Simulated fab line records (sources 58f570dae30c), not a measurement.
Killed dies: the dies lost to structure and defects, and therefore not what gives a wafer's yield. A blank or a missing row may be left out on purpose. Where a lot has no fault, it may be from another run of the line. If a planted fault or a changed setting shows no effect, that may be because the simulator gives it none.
Which tool was responsible? -- flow berkeleyCmos170 -- 21 wafers from 7 lots sampled at 3 of the route's 331 steps

WHAT EACH GAUGE READ, for each wafer
UCB170_GATE_THK_MEAS_02.
lot,measured,on,GATE_OXIDE_THK (nm)
L115,day 6 06:23,filmMetro-03,6.61 6.52 6.58
L117,day 6 16:05,filmMetro-04,6.59 6.57 6.57
L119,day 7 11:18,filmMetro-03,6.49 6.49 6.37
L124,day 8 11:25,filmMetro-04,5.05 5.06 4.89 5.06 5.09 4.91
L125,day 8 17:17,filmMetro-04,6.59 6.47 6.48
L129,day 9 18:37,filmMetro-02,6.58 6.71 6.66
L134,day 10 19:44,filmMetro-02,6.46 6.74 6.57

WHICH TOOL RAN EACH LOT (tool, then ch and the chambers of the sampled wafers, then the start)
lot,UCB170_PVT_STRIP_08,UCB170_GATE_OXIDATION_01
L115,"plasmaAsher-03 ch 0,1, day 5 23:49","furnace-04 ch 0, day 6 04:53"
L117,"plasmaAsher-02 ch 0,1, day 6 11:39","furnace-04 ch 0, day 6 14:34"
L119,"plasmaAsher-03 ch 0, day 7 07:58","furnace-01 ch 0, day 7 09:48"
L124,"plasmaAsher-02 ch 0,1, day 8 06:40","furnace-01 ch 0, day 8 09:55"
L125,"plasmaAsher-02 ch 0,1, day 8 11:19","furnace-04 ch 0, day 8 15:47"
L129,"plasmaAsher-03 ch 0,1, day 9 13:14","furnace-04 ch 0, day 9 17:05"
L134,"plasmaAsher-02 ch 0,1, day 10 14:11","furnace-02 ch 0, day 10 18:14"
- UCB170_PVT_STRIP_08: strips in O2.
- UCB170_GATE_OXIDATION_01: target thk 6.6 nm, ox time 1800 s.

THE ANSWER, worked out from the rows above alone
Rule: the lots themselves supply what counts as usual. Put in order of their means at a reading, lots are off if they are a third of the lots or fewer, leave a main group of 4 or more, and stand apart from it by a gap of 3 or more times the standard deviation of the main group's means; of several such gaps the widest counts. The tables above print the reading to a certain number of digits; a main group whose means all agree to those digits is not used. Also off: a lot with no number at a reading for which 4 or more lots have one. Where the step has rows for the other lots, those lots are counted as sound.
Off: L124, seen at UCB170_GATE_THK_MEAS_02 (GATE_OXIDE_THK). The main group has a mean of 6.56 nm with a standard deviation of 0.063.
If a tool, at a process step before that reading, ran all the lots that are off and no sound lot after the first of them, it fits. Gauges at UCB170_GATE_THK_MEAS_02: tried the same way as those tools. One fits: furnace-01 at UCB170_GATE_OXIDATION_01. A fault onset in the window from L119 (day 7 09:48, its last sound lot) to L124 (day 8 09:55, its first lot off) fits.

WHAT THE SIMULATOR PUT IN
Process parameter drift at UCB170_GATE_OXIDATION_01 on furnace-01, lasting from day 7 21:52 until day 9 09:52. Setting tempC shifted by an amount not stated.
Lots struck among those shown: L124. Same finding as the rule above.
